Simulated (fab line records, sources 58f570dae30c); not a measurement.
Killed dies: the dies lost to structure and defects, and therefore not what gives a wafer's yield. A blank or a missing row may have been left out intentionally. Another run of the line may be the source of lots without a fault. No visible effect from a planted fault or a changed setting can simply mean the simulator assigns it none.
The tool behind it: which one? -- flow berkeleyCmos170 -- 14 lots, 42 wafers sampled, at 3 steps of a route of 331

WHAT THE GAUGES SHOWED, per wafer
UCB170_NWELL_THK_MEAS_02. Usual: for NWELL_OXIDE_THK the level is 26.2 nm and the standard deviation is 0.59.
lot,measured,on,NWELL_OXIDE_THK (nm),flag
L614,day 2 06:16,filmMetro-04,25.0 25.3 25.8,
L615,day 2 06:20,filmMetro-04,25.1 25.2 25.1,
L620,day 3 07:32,filmMetro-03,27.1 26.8 26.6,
L621,day 3 15:58,filmMetro-04,26.2 26.4 26.3,
L623,day 3 22:42,filmMetro-02,26.4 25.9 25.9,
L624,day 4 06:04,filmMetro-02,25.4 26.3 26.3,
L625,day 4 06:04,filmMetro-04,25.9 26.2 26.1,
L626,day 4 13:26,filmMetro-04,27.6 27.3 26.9,
L627,day 4 21:34,filmMetro-04,25.8 26.1 25.8,
L629,day 5 09:28,filmMetro-04,26.0 26.4 25.9,
L630,day 5 09:27,filmMetro-03,25.5 25.8 25.9,
L631,day 5 19:41,filmMetro-04,25.2 25.4 25.5,
L632,day 5 19:46,filmMetro-04,25.6 25.4 26.2,
L636,day 6 23:20,filmMetro-03,26.7 26.9 26.8,

WHICH TOOL RAN EACH LOT (tool, then ch and the chambers of the sampled wafers, then the start)
lot,UCB170_ZERO_ETCH_06,UCB170_ZERO_STRIP_07
L614,"rieDiel-04 ch 2,3, day 1 23:07","plasmaAsher-01 ch 0,1, day 1 23:08"
L615,"rieDiel-02 ch 0,1,3, day 1 23:19","plasmaAsher-03 ch 0, day 1 23:20"
L620,"rieDiel-02 ch 0,2, day 3 03:03","plasmaAsher-03 ch 0,1, day 3 03:04"
L621,"rieDiel-02 ch 0,1,2, day 3 09:50","plasmaAsher-03 ch 0,1, day 3 09:52"
L623,"rieDiel-03 ch 0,1, day 3 17:13","plasmaAsher-03 ch 0,1, day 3 17:14"
L624,"rieDiel-03 ch 0,1,3, day 3 23:48","plasmaAsher-01 ch 0,1, day 3 23:49"
L625,"rieDiel-03 ch 0,3, day 4 02:56","plasmaAsher-01 ch 0,1, day 4 02:58"
L626,"rieDiel-02 ch 0,2,3, day 4 08:27","plasmaAsher-03 ch 0,1, day 4 08:30"
L627,"rieDiel-03 ch 0,2, day 4 14:43","plasmaAsher-04 ch 0,1, day 4 14:44"
L629,"rieDiel-03 ch 1,2, day 5 03:10","plasmaAsher-01 ch 0,1, day 5 03:13"
L630,"rieDiel-02 ch 0,1,2, day 5 03:14","plasmaAsher-04 ch 0, day 5 03:16"
L631,"rieDiel-02 ch 1,2,3, day 5 12:43","plasmaAsher-03 ch 0,1, day 5 12:44"
L632,"rieDiel-04 ch 1,3, day 5 16:28","plasmaAsher-01 ch 0,1, day 5 16:31"
L636,"rieDiel-03 ch 1,2, day 6 14:05","plasmaAsher-04 ch 0, day 6 14:07"
- UCB170_ZERO_ETCH_06: etches SiO2 in CHF3/CF4/Ar, time 12 s.
- UCB170_ZERO_STRIP_07: strips in O2.

WHAT THE TOOLS THEMSELVES READ (means of the sampled wafers that have a number; where no wafer has one, the mark that the record gives instead)
UCB170_ZERO_ETCH_06. Usual: drypumpMotorCurrentA 5.7 A, standard deviation 0.54; oesProductAu 0.617 a.u., standard deviation 0.01; rfFwdPowerW 489.7 W, standard deviation 2.5; throttleValvePct 9.25 %, standard deviation 0.14.
lot,tool,drypumpMotorCurrentA (A),oesProductAu (a.u.),rfFwdPowerW (W),throttleValvePct (%),flag
L614,rieDiel-04,5.4,0.618,488.6,9.38,
L615,rieDiel-02,5.6,0.607,489.6,9.21,
L620,rieDiel-02,5.9,0.624,488.3,9.22,
L621,rieDiel-02,5.6,0.613,488.1,9.26,
L623,rieDiel-03,6.5,0.622,487.2,9.33,
L624,rieDiel-03,5.9,0.621,489.5,9.32,
L625,rieDiel-03,5.9,0.615,489.8,9.28,
L626,rieDiel-02,6.0,0.614,489.4,9.16,
L627,rieDiel-03,6.3,0.621,488.4,9.22,
L629,rieDiel-03,6.5,0.626,488.3,9.32,
L630,rieDiel-02,5.6,0.620,489.8,9.25,
L631,rieDiel-02,5.8,0.622,488.5,9.10,
L632,rieDiel-04,5.1,0.620,492.6,9.38,
L636,rieDiel-03,6.5,0.619,487.0,9.32,

UCB170_ZERO_STRIP_07. Usual: drypumpMotorCurrentA 5.4 A, standard deviation 0.31; oesProductAu 0.727 a.u., standard deviation 0.0043; stripTimeToEndpointS 21.51 s, standard deviation 0.059.
lot,tool,drypumpMotorCurrentA (A),oesProductAu (a.u.),stripTimeToEndpointS (s),flag
L614,plasmaAsher-01,5.6,0.727,21.52,
L615,plasmaAsher-03,4.9,0.730,21.59,
L620,plasmaAsher-03,5.2,0.725,21.48,
L621,plasmaAsher-03,5.2,0.726,21.51,
L623,plasmaAsher-03,5.2,0.725,21.43,
L624,plasmaAsher-01,5.6,0.730,21.62,
L625,plasmaAsher-01,5.5,0.726,21.41,
L626,plasmaAsher-03,5.2,0.727,21.54,
L627,plasmaAsher-04,5.5,0.729,21.49,
L629,plasmaAsher-01,5.6,0.725,21.52,
L630,plasmaAsher-04,5.5,0.726,21.51,
L631,plasmaAsher-03,5.2,0.724,21.56,
L632,plasmaAsher-01,5.6,0.725,21.57,
L636,plasmaAsher-04,5.5,0.731,21.42,

THE ANSWER, worked out from the rows above alone
Rule: take the mean of a lot's wafers that have a number; if it is more than 3 standard deviations from the usual mean, the lot is off. Also off: a lot with no number at a reading for which 4 or more lots have one. Any other lot the step has rows for is counted as sound. Order of review: gauges by route order, followed by the tools' own readings, for which a lot's mean as printed above is used. At the first step where some lot is off, the reading lying furthest off is the one used; lots without a number count as furthest.
No lot is off on any of the readings shown, so nothing can be concluded from this.

WHAT THE SIMULATOR HAD PUT IN
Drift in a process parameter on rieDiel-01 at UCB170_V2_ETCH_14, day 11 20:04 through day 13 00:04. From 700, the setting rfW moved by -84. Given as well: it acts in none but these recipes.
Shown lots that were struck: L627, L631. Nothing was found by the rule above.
